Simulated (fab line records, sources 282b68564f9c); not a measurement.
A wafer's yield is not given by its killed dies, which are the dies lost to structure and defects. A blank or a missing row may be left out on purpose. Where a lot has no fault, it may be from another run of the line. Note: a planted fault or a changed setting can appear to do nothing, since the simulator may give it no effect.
fab line records -- flow ritCmos
[record] lots = 14, wafers = 42, lastDay = 7
route steps=202 shown PLDD@120 NSD@140 CONTACT@168 M1@202
lots with no fault: from the same line, run without faults
startH: hours from the record's first day to the start of the lot's first wafer shown -- waitH: hours elapsed since this lot's preceding step -- " repeats the value in the row above -- L1.1+2: a row that stands for several wafers -- - either no value or no given start -- * or withheld: withheld -- < > ~ a bound
route shown NAME@n: a module of which the file shows steps, and the number in the route of the first -- usual: mean/standard deviation taken from wafers without a fault -- same: alike in all rows -- chamber/n: place in a boat -- sites: the reading at each site -- _std_site: the standard deviation of these -- _edge_site: outer sites' mean less inner sites' -- radiusMm: how far each site lies from the wafer's centre -- mask NAME#n: copy n -- behind: the tool/chamber that last shaped the wafer -- hold: cause of the lot's hold/its duration in hours/its outcome -- device: the transistor (n, p or np) that didn't switch -- end of line: tests of these same wafers at the route's end -- a step given without rows: its recipe and nothing more -- killed: count of dies lost to structure and defects at first sort (not the wafer's yield) -- map: shows each die of a wafer: x if killed, . if not, _ if none is there
set.NAME: setting as actually run; set.NAME@STEP: the setting as run at that earlier step -- model.NAME: the simulator's own value behind a step, which no gauge read
steps of the route over a sample of lots; a table a step, a row a wafer
services: when a tool's chamber went out of use (startH, in hours from the record's first day, below 0 if earlier), for how many hours, and the reason
[[steps]]
[step RIT_PLDD_OVL_MEAS_06]
[usual] PLDD_OVL = 0.9/1.5
lot.wafer,tool,chamber,startH,waitH,PLDD_OVL[nm]
L402.3,overlay-02,-,45.29,-,-2.1
L402.5,overlay-02,-,45.29,-,-2.4
L402.6,overlay-02,-,45.29,-,-0.3
L405.4,overlay-01,-,63.54,-,1.1
L405.5,overlay-01,-,63.54,-,-0.1
L405.6,overlay-01,-,63.54,-,-1.4
L406.1,overlay-01,-,66.68,-,2.4
L406.2,overlay-01,-,66.68,-,2.9
L406.6,overlay-01,-,66.68,-,4.2
L408.1,overlay-01,-,81.60,-,1.8
L408.5,overlay-01,-,81.60,-,1.3
L408.6,overlay-01,-,81.60,-,2.4
L409.2,overlay-01,-,84.28,-,3.0
L409.3,overlay-01,-,84.28,-,2.6
L409.6,overlay-01,-,84.28,-,1.3
L410.2,overlay-01,-,85.20,-,1.1
L410.5,overlay-01,-,85.20,-,0.6
L410.6,overlay-01,-,85.20,-,-0.6
L412.3,overlay-01,-,97.39,-,1.5
L412.5,overlay-01,-,97.39,-,1.7
L412.6,overlay-01,-,97.39,-,2.1
L413.4,overlay-01,-,103.92,-,-0.4
L413.5,overlay-01,-,103.92,-,-0.1
L413.6,overlay-01,-,103.92,-,-0.3
L414.2,overlay-01,-,108.95,-,-0.3
L414.5,overlay-01,-,108.95,-,0.1
L414.6,overlay-01,-,108.95,-,-1.0
L415.1,overlay-01,-,114.86,-,0.2
L415.5,overlay-01,-,114.86,-,0.4
L415.6,overlay-01,-,114.86,-,-0.2
L417.4,overlay-01,-,123.20,-,-0.1
L417.5,overlay-01,-,123.20,-,0.3
L417.6,overlay-01,-,123.20,-,1.3
L421.1,overlay-02,-,143.87,-,0.1
L421.2,overlay-02,-,143.87,-,-0.6
L421.6,overlay-02,-,143.87,-,1.6
L422.1,overlay-01,-,146.42,-,2.5
L422.3,overlay-01,-,146.42,-,3.3
L422.5,overlay-01,-,146.42,-,2.1
L424.2,overlay-02,-,158.05,-,2.1
L424.3,overlay-02,-,158.05,-,1.5
L424.6,overlay-02,-,158.05,-,1.3
[step RIT_NSD_STRIP_09]
[recipe] chemistry = O2, timeS = 180, resist = NOVOLAK, platenTempC = withheld, powerW = 500, pressureMtorr = 4000, o2FlowSccm = 4000
[usual] drypumpMotorCurrentA = 5.80/0.27
lot.wafer,tool,chamber,startH,waitH,drypumpMotorCurrentA,rfHoursCounterH
L402.3,plasmaAsher-02,0,49.62,0.1,5.78,-
L402.5,plasmaAsher-02,1,49.62,0.1,5.38,-
L402.6,plasmaAsher-02,0,49.62,0.1,5.78,-
L405.4,plasmaAsher-03,1,68.00,0.1,6.16,-
L405.5,plasmaAsher-03,1,68.00,0.1,6.15,-
L405.6,plasmaAsher-03,0,68.00,0.1,5.85,-
L406.1,plasmaAsher-02,1,71.07,0.1,5.39,29
L406.2,plasmaAsher-02,0,71.07,0.1,5.79,29
L406.6,plasmaAsher-02,1,71.07,0.1,5.41,-
L408.1,plasmaAsher-03,1,85.88,0.1,6.13,44
L408.5,plasmaAsher-03,1,85.88,0.1,6.16,-
L408.6,plasmaAsher-03,0,85.88,0.1,5.90,-
L409.2,plasmaAsher-03,0,89.01,0.1,5.85,44
L409.3,plasmaAsher-03,0,89.01,0.1,5.86,-
L409.6,plasmaAsher-03,1,89.01,0.1,6.14,-
L410.2,plasmaAsher-02,1,89.59,0.1,5.35,31
L410.5,plasmaAsher-02,0,89.59,0.1,5.79,-
L410.6,plasmaAsher-02,1,89.59,0.1,5.36,-
L412.3,plasmaAsher-04,0,101.68,0.1,5.99,-
L412.5,plasmaAsher-04,1,101.68,0.1,5.63,-
L412.6,plasmaAsher-04,0,101.68,0.1,5.97,-
L413.4,plasmaAsher-02,1,108.21,0.1,5.38,-
L413.5,plasmaAsher-02,0,108.21,0.1,5.83,-
L413.6,plasmaAsher-02,1,108.21,0.1,5.41,-
L414.2,plasmaAsher-02,1,113.38,0.1,5.34,34
L414.5,plasmaAsher-02,1,113.38,0.1,5.39,-
L414.6,plasmaAsher-02,0,113.38,0.1,5.79,-
L415.1,plasmaAsher-04,1,119.11,0.1,5.59,45
L415.5,plasmaAsher-04,1,119.11,0.1,5.58,-
L415.6,plasmaAsher-04,0,119.11,0.1,5.97,-
L417.4,plasmaAsher-03,1,127.74,0.1,6.12,-
L417.5,plasmaAsher-03,1,127.74,0.1,6.12,-
L417.6,plasmaAsher-03,0,127.74,0.1,5.83,-
L421.1,plasmaAsher-02,1,148.12,0.1,5.37,38
L421.2,plasmaAsher-02,0,148.12,0.1,5.81,38
L421.6,plasmaAsher-02,1,148.12,0.1,5.39,-
L422.1,plasmaAsher-04,0,151.03,0.1,5.97,48
L422.3,plasmaAsher-04,1,151.03,0.1,5.55,-
L422.5,plasmaAsher-04,0,151.03,0.1,5.94,-
L424.2,plasmaAsher-03,1,162.70,0.1,6.17,5
L424.3,plasmaAsher-03,1,162.70,0.1,6.14,-
L424.6,plasmaAsher-03,0,162.70,0.1,5.90,-
[step RIT_CONTACT_CVD_00]
[recipe] material = SiO2, targetThkNm = 400, precursor = TEOS, tempC = 390, timeS = 61, rfW = 400
[usual] heaterPowerW = 327/51, susceptorTempC = 389.99/0.2
lot.wafer,tool,chamber,startH,waitH,heaterPowerW,susceptorTempC
L402.3,pecvd-02,1,52.65,0.0,268,389.87
L402.5,pecvd-02,0,52.65,0.0,325,389.93
L402.6,pecvd-02,1,52.65,0.0,277,389.93
L405.4,pecvd-02,0,71.41,0.0,417,390.08
L405.5,pecvd-02,1,71.41,0.0,272,390.02
L405.6,pecvd-02,2,71.41,0.0,270,390.27
L406.1,pecvd-04,1,74.40,0.1,421,389.89
L406.2,pecvd-04,2,74.40,0.1,356,390.15
L406.6,pecvd-04,2,74.40,0.1,269,389.87
L408.1,pecvd-02,2,89.11,0.1,296,390.16
L408.5,pecvd-02,2,89.11,0.1,316,390.19
L408.6,pecvd-02,0,89.11,0.1,410,389.80
L409.2,pecvd-04,1,92.42,0.0,433,390.01
L409.3,pecvd-04,2,92.42,0.0,354,389.90
L409.6,pecvd-04,2,92.42,0.0,360,389.99
L410.2,pecvd-01,2,92.90,0.0,312,390.16
L410.5,pecvd-01,2,92.90,0.0,325,390.00
L410.6,pecvd-01,1,92.90,0.0,309,389.75
L412.3,pecvd-04,0,104.93,0.0,328,389.99
L412.5,pecvd-04,2,104.93,0.0,326,389.82
L412.6,pecvd-04,1,104.93,0.0,421,389.58
L413.4,pecvd-01,2,111.36,0.0,310,389.99
L413.5,pecvd-01,0,111.36,0.0,344,390.17
L413.6,pecvd-01,1,111.36,0.0,342,389.90
L414.2,pecvd-02,2,116.63,0.0,298,390.23
L414.5,pecvd-02,1,116.63,0.0,294,390.21
L414.6,pecvd-02,0,116.63,0.0,406,389.76
L415.1,pecvd-04,1,122.23,0.1,420,389.79
L415.5,pecvd-04,0,122.23,0.1,339,389.50
L415.6,pecvd-04,1,122.23,0.1,322,389.97
L417.4,pecvd-02,2,130.78,0.0,220,389.73
L417.5,pecvd-02,1,130.78,0.0,298,390.22
L417.6,pecvd-02,0,130.78,0.0,435,390.22
L421.1,pecvd-04,1,151.41,0.1,358,389.58
L421.2,pecvd-04,2,151.41,0.1,362,390.32
L421.6,pecvd-04,0,151.41,0.1,343,390.07
L422.1,pecvd-01,0,154.17,0.1,283,389.83
L422.3,pecvd-01,2,154.17,0.1,268,389.88
L422.5,pecvd-01,1,154.17,0.1,272,390.11
L424.2,pecvd-04,2,166.28,0.0,357,390.22
L424.3,pecvd-04,0,166.28,0.0,345,389.78
L424.6,pecvd-04,0,166.28,0.0,352,390.13
[step RIT_CONTACT_OVL_MEAS_09]
[usual] CONTACT_OVL = 0.5/1.8
lot.wafer,tool,chamber,startH,waitH,CONTACT_OVL[nm]
L402.3,overlay-01,-,53.85,0.1,1.7
L402.5,overlay-01,-,53.85,0.1,0.2
L402.6,overlay-01,-,53.85,0.1,1.1
L405.4,overlay-01,-,72.91,0.1,-0.7
L405.5,overlay-01,-,72.91,0.1,-0.2
L405.6,overlay-01,-,72.91,0.1,-0.7
L406.1,overlay-02,-,75.94,0.1,-0.8
L406.2,overlay-02,-,75.94,0.1,0.4
L406.6,overlay-02,-,75.94,0.1,0.8
L408.1,overlay-02,-,90.43,0.1,1.6
L408.5,overlay-02,-,90.43,0.1,0.1
L408.6,overlay-02,-,90.43,0.1,-1.0
L409.2,overlay-02,-,93.62,0.1,-1.8
L409.3,overlay-02,-,93.62,0.1,-4.1
L409.6,overlay-02,-,93.62,0.1,-2.9
L410.2,overlay-01,-,94.33,0.1,0.8
L410.5,overlay-01,-,94.33,0.1,2.4
L410.6,overlay-01,-,94.33,0.1,2.3
L412.3,overlay-01,-,106.26,0.1,2.6
L412.5,overlay-01,-,106.26,0.1,2.0
L412.6,overlay-01,-,106.26,0.1,1.8
L413.4,overlay-02,-,112.55,0.1,-1.2
L413.5,overlay-02,-,112.55,0.1,-1.4
L413.6,overlay-02,-,112.55,0.1,0.0
L414.2,overlay-01,-,117.96,0.1,-2.1
L414.5,overlay-01,-,117.96,0.1,-2.1
L414.6,overlay-01,-,117.96,0.1,-1.5
L415.1,overlay-02,-,123.70,0.1,-1.4
L415.5,overlay-02,-,123.70,0.1,0.8
L415.6,overlay-02,-,123.70,0.1,-0.4
L417.4,overlay-02,-,132.10,0.1,-0.3
L417.5,overlay-02,-,132.10,0.1,0.2
L417.6,overlay-02,-,132.10,0.1,1.2
L421.1,overlay-01,-,152.73,0.1,0.9
L421.2,overlay-01,-,152.73,0.1,-0.7
L421.6,overlay-01,-,152.73,0.1,-2.1
L422.1,overlay-02,-,155.65,0.1,-1.0
L422.3,overlay-02,-,155.65,0.1,-0.7
L422.5,overlay-02,-,155.65,0.1,-0.4
L424.2,overlay-01,-,167.51,0.1,3.1
L424.3,overlay-01,-,167.51,0.1,2.0
L424.6,overlay-01,-,167.51,0.1,3.3
[step RIT_M1_PROBE_99]
[usual] killedAtContacts = 0.0/0.22, killedAtFrontEnd = 7/3.2, killedDies = 8/3.2, killedOnRim = 1.9/1.4, killedOpen = 3.7/2.1, killedShort = 3.8/2.2
[same] grossDies = 264, killed_at_M0_to_M3 = 0, killed_at_M4_up = 0, killedAtBackSide = 0, killedAtOther = 0
lot.wafer,tool,chamber,startH,waitH,hold,killedAtContacts,killedAtFrontEnd,killedDies,killedOnRim,killedOpen,killedShort
L402.3,prober-01,-,59.00,0.2,-,0,6,6,2,3,3
L402.5,prober-01,-,59.10,0.2,-,0,8,8,3,3,5
L402.6,prober-01,-,59.15,0.2,-,0,8,8,1,4,4
L405.4,prober-02,-,78.63,0.2,-,0,4,4,1,1,3
L405.5,prober-02,-,78.68,0.2,-,0,9,9,2,6,3
L405.6,prober-02,-,78.73,0.2,-,0,11,11,3,4,7
L406.1,prober-01,-,81.05,0.1,-,0,7,7,4,4,3
L406.2,prober-01,-,81.10,0.1,-,0,5,5,2,0,5
L406.6,prober-01,-,81.30,0.2,-,0,4,4,1,3,1
L408.1,prober-01,-,95.63,0.1,-,0,12,12,4,5,7
L408.5,prober-01,-,95.83,0.2,-,1,11,12,3,6,6
L408.6,prober-01,-,95.88,0.2,-,0,5,5,3,1,4
L409.2,prober-02,-,98.74,0.1,-,0,5,5,2,2,3
L409.3,prober-02,-,98.79,0.2,-,0,2,2,0,1,1
L409.6,prober-02,-,98.94,0.2,-,0,8,8,2,4,4
L410.2,prober-01,-,100.24,0.1,-,0,4,4,0,2,2
L410.5,prober-01,-,100.39,0.2,-,0,5,5,1,4,1
L410.6,prober-01,-,100.44,0.2,-,0,8,8,3,4,4
L412.3,prober-01,-,111.55,0.2,-,0,6,6,0,3,3
L412.5,prober-01,-,111.65,0.2,-,0,3,3,2,2,1
L412.6,prober-01,-,111.70,0.2,-,0,15,15,4,10,5
L413.4,prober-02,-,117.89,0.2,-,0,17,17,8,8,9
L413.5,prober-02,-,117.94,0.2,-,0,4,4,1,3,1
L413.6,prober-02,-,117.99,0.2,-,0,6,6,2,5,1
L414.2,prober-01,-,123.06,0.1,awaitDispo/2.3h/release,27,6,33,7,4,2
L414.5,prober-01,-,123.21,0.2,awaitDispo/2.3h/release,0,7,7,2,5,2
L414.6,prober-01,-,123.26,0.2,awaitDispo/2.3h/release,0,8,8,2,3,5
L415.1,prober-02,-,129.05,0.1,-,0,5,5,0,0,5
L415.5,prober-02,-,129.25,0.2,-,0,11,11,2,3,8
L415.6,prober-02,-,129.30,0.2,-,0,12,12,2,7,5
L417.4,prober-02,-,137.39,0.2,awaitDispo/4.0h/release,27,5,32,5,2,3
L417.5,prober-02,-,137.44,0.2,awaitDispo/4.0h/release,0,3,3,0,2,1
L417.6,prober-02,-,137.49,0.2,awaitDispo/4.0h/release,0,5,5,0,3,2
L421.1,prober-02,-,157.99,0.1,-,0,9,9,1,3,6
L421.2,prober-02,-,158.04,0.1,-,0,6,6,0,2,4
L421.6,prober-02,-,158.24,0.2,-,0,10,10,1,3,7
L422.1,prober-01,-,161.03,0.1,-,0,5,5,3,1,4
L422.3,prober-01,-,161.13,0.2,-,0,7,7,4,6,1
L422.5,prober-01,-,161.23,0.2,-,0,3,3,1,2,1
L424.2,prober-01,-,172.73,0.1,-,0,4,4,0,3,1
L424.3,prober-01,-,172.78,0.2,-,0,2,2,0,1,1
L424.6,prober-01,-,172.93,0.2,-,0,4,4,1,3,1
// killed by level:class
L402.3 GATE:geometricParticle:open=2 FOX1:geometricParticle:short=1 GATE:geometricParticle:short=1 REOX:geometricParticle:short=1 SILICIDE:geometricParticle:open=1
L402.5 FOX2:geometricParticle:short=2 REOX:geometricParticle:short=2 FOX2:geometricParticle:open=1 GATE:geometricParticle:open=1 SPACER:geometricParticle:short=1 SILICIDE:geometricParticle:open=1
L402.6 GATE:geometricParticle:open=4 FOX1:geometricParticle:short=3 SILICIDE:geometricParticle:short=1
L405.4 GATE:geometricParticle:short=2 GATE:geometricParticle:open=1 SILICIDE:geometricParticle:short=1
L405.5 GATE:geometricParticle:open=5 GATE:geometricParticle:short=3 SILICIDE:geometricParticle:open=1
L405.6 GATE:geometricParticle:short=2 REOX:geometricParticle:open=2 SPACER:geometricParticle:short=2 FOX1:geometricParticle:open=1 FOX1:geometricParticle:short=1 REOX:geometricParticle:short=1 SPACER:geometricParticle:open=1 SILICIDE:geometricParticle:short=1
L406.1 FOX1:geometricParticle:open=3 GATE:geometricParticle:short=2 SPACER:geometricParticle:short=1 SILICIDE:geometricParticle:open=1
L406.2 GATE:geometricParticle:short=3 REOX:geometricParticle:short=1 SPACER:geometricParticle:short=1
L406.6 FOX1:geometricParticle:open=2 GATE:geometricParticle:open=1 SILICIDE:geometricParticle:short=1
L408.1 GATE:geometricParticle:open=3 GATE:geometricParticle:short=3 FOX1:geometricParticle:open=1 FOX2:geometricParticle:short=1 REOX:geometricParticle:short=1 SPACER:geometricParticle:short=1 SILICIDE:geometricParticle:short=1 SILICIDE:geometricParticle:open=1
L408.5 GATE:geometricParticle:short=2 SILICIDE:geometricParticle:open=2 FOX1:geometricParticle:open=1 FOX2:geometricParticle:short=1 GATE:geometricParticle:open=1 REOX:geometricParticle:open=1 REOX:geometricParticle:short=1 SPACER:geometricParticle:short=1
L408.6 GATE:geometricParticle:short=2 FOX1:geometricParticle:short=1 REOX:geometricParticle:open=1 SILICIDE:geometricParticle:short=1
L409.2 GATE:geometricParticle:short=2 FOX2:geometricParticle:short=1 GATE:geometricParticle:open=1 SILICIDE:geometricParticle:open=1
L409.3 REOX:geometricParticle:short=1 SILICIDE:geometricParticle:open=1
L409.6 GATE:geometricParticle:short=3 GATE:geometricParticle:open=2 FOX1:geometricParticle:open=1 FOX2:geometricParticle:open=1 REOX:geometricParticle:short=1
L410.2 FOX2:geometricParticle:open=1 GATE:geometricParticle:open=1 GATE:geometricParticle:short=1 SILICIDE:geometricParticle:short=1
L410.5 GATE:geometricParticle:open=2 FOX2:geometricParticle:short=1 REOX:geometricParticle:open=1 SILICIDE:geometricParticle:open=1
L410.6 GATE:geometricParticle:open=2 REOX:geometricParticle:short=2 FOX2:geometricParticle:open=1 GATE:geometricParticle:short=1 REOX:geometricParticle:open=1 SILICIDE:geometricParticle:short=1
L412.3 GATE:geometricParticle:open=2 GATE:geometricParticle:short=2 FOX1:geometricParticle:short=1 FOX1:geometricParticle:open=1
L412.5 FOX2:geometricParticle:short=1 REOX:geometricParticle:open=1 SPACER:geometricParticle:open=1
L412.6 GATE:geometricParticle:open=5 GATE:geometricParticle:short=2 REOX:geometricParticle:open=2 SPACER:geometricParticle:short=2 FOX1:geometricParticle:open=1 FOX2:geometricParticle:open=1 REOX:geometricParticle:short=1 SPACER:geometricParticle:open=1
L413.4 GATE:geometricParticle:open=5 GATE:geometricParticle:short=3 REOX:geometricParticle:short=2 SPACER:geometricParticle:open=2 SILICIDE:geometricParticle:short=2 FOX2:geometricParticle:short=1 REOX:geometricParticle:open=1 SPACER:geometricParticle:short=1
L413.5 GATE:geometricParticle:open=2 GATE:geometricParticle:short=1 SPACER:geometricParticle:open=1
L413.6 GATE:geometricParticle:open=2 FOX2:geometricParticle:open=1 REOX:geometricParticle:open=1 SPACER:geometricParticle:short=1 SPACER:geometricParticle:open=1
L414.2 CONTACT:unspecified=27 GATE:geometricParticle:open=2 FOX1:geometricParticle:short=1 FOX1:geometricParticle:open=1 GATE:geometricParticle:short=1 REOX:geometricParticle:open=1
L414.5 REOX:geometricParticle:open=2 SILICIDE:geometricParticle:open=2 FOX1:geometricParticle:short=1 GATE:geometricParticle:open=1 SPACER:geometricParticle:short=1
L414.6 REOX:geometricParticle:short=3 GATE:geometricParticle:open=2 GATE:geometricParticle:short=1 SPACER:geometricParticle:open=1 SPACER:geometricParticle:short=1
L415.1 GATE:geometricParticle:short=4 REOX:geometricParticle:short=1
L415.5 GATE:geometricParticle:short=4 FOX2:geometricParticle:short=2 REOX:geometricParticle:short=2 GATE:geometricParticle:open=1 REOX:geometricParticle:open=1 SPACER:geometricParticle:open=1
L415.6 REOX:geometricParticle:open=4 SPACER:geometricParticle:short=3 GATE:geometricParticle:open=2 GATE:geometricParticle:short=2 SPACER:geometricParticle:open=1
L417.4 CONTACT:unspecified=27 FOX2:geometricParticle:short=1 FOX2:geometricParticle:open=1 REOX:geometricParticle:short=1 SPACER:geometricParticle:open=1 SILICIDE:geometricParticle:short=1
L417.5 GATE:geometricParticle:open=2 GATE:geometricParticle:short=1
L417.6 FOX1:geometricParticle:open=1 FOX2:geometricParticle:open=1 GATE:geometricParticle:short=1 GATE:geometricParticle:open=1 REOX:geometricParticle:short=1
L421.1 GATE:geometricParticle:short=2 FOX1:geometricParticle:short=1 FOX2:geometricParticle:short=1 GATE:geometricParticle:open=1 REOX:geometricParticle:short=1 SPACER:geometricParticle:open=1 SILICIDE:geometricParticle:short=1 SILICIDE:geometricParticle:open=1
L421.2 GATE:geometricParticle:short=3 SPACER:geometricParticle:open=1 SILICIDE:geometricParticle:short=1 SILICIDE:geometricParticle:open=1
L421.6 FOX2:geometricParticle:short=3 FOX2:geometricParticle:open=2 SPACER:geometricParticle:short=2 GATE:geometricParticle:short=1 SPACER:geometricParticle:open=1 SILICIDE:geometricParticle:short=1
L422.1 GATE:geometricParticle:short=3 FOX1:geometricParticle:short=1 FOX2:geometricParticle:open=1
L422.3 FOX1:geometricParticle:open=2 FOX2:geometricParticle:open=2 FOX2:geometricParticle:short=1 REOX:geometricParticle:open=1 SPACER:geometricParticle:open=1
L422.5 FOX1:geometricParticle:short=1 GATE:geometricParticle:open=1 SILICIDE:geometricParticle:open=1
L424.2 FOX2:geometricParticle:open=1 GATE:geometricParticle:short=1 GATE:geometricParticle:open=1 REOX:geometricParticle:open=1
L424.3 GATE:geometricParticle:open=1 SPACER:geometricParticle:short=1
L424.6 GATE:geometricParticle:open=2 GATE:geometricParticle:short=1 SPACER:geometricParticle:open=1
[[services]]
tool,chamber,startH,hours,kind
pecvd-02,-,35.19,1.4,repair
plasmaAsher-04,-,89.88,0.5,repair
plasmaAsher-03,-,108.75,9.0,pm
plasmaAsher-03,0,108.75,9.0,ventCycle
plasmaAsher-03,1,108.75,9.0,ventCycle
plasmaAsher-03,0,117.75,-,clean
plasmaAsher-03,1,117.75,-,clean
plasmaAsher-02,-,132.94,4.4,repair
pecvd-01,-,157.13,3.1,repair
plasmaAsher-02,-,165.77,2.1,repair
[[key]]
[firstSign] step = RIT_M1_PROBE_99, reading = killedAtContacts, direction = up, sigmas = 27, usual = 0.0, struck = 27
[effect] step = RIT_M1_PROBE_99, reading = killedDies, direction = up, sigmas = 7.9, usual = 8, struck = 32
metAt RIT_CONTACT_CVD_00
struckLots L414,L417
struckWafers L414.2,L417.4
testerLeftOut L414,L417
notActingAt RIT_PLDD_OVL_MEAS_06,RIT_NSD_STRIP_09,RIT_CONTACT_OVL_MEAS_09
onsetBetween 89.11 116.63
[fault] kind = chamberParticleSource, tool = pecvd-02, chamber = 2, onsetH = 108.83, steps = RIT_CONTACT_CVD_00, ratePerVisitCm2 = 0.60073, endH = 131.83
// testerLeftOut: of these lots the tester's yield and bins aren't shown, on N5 and GAA mostly nor the transistor test; their killed dies are dies lost to structure and defects alone, not to doping, threshold or leakage, so they don't give the yield
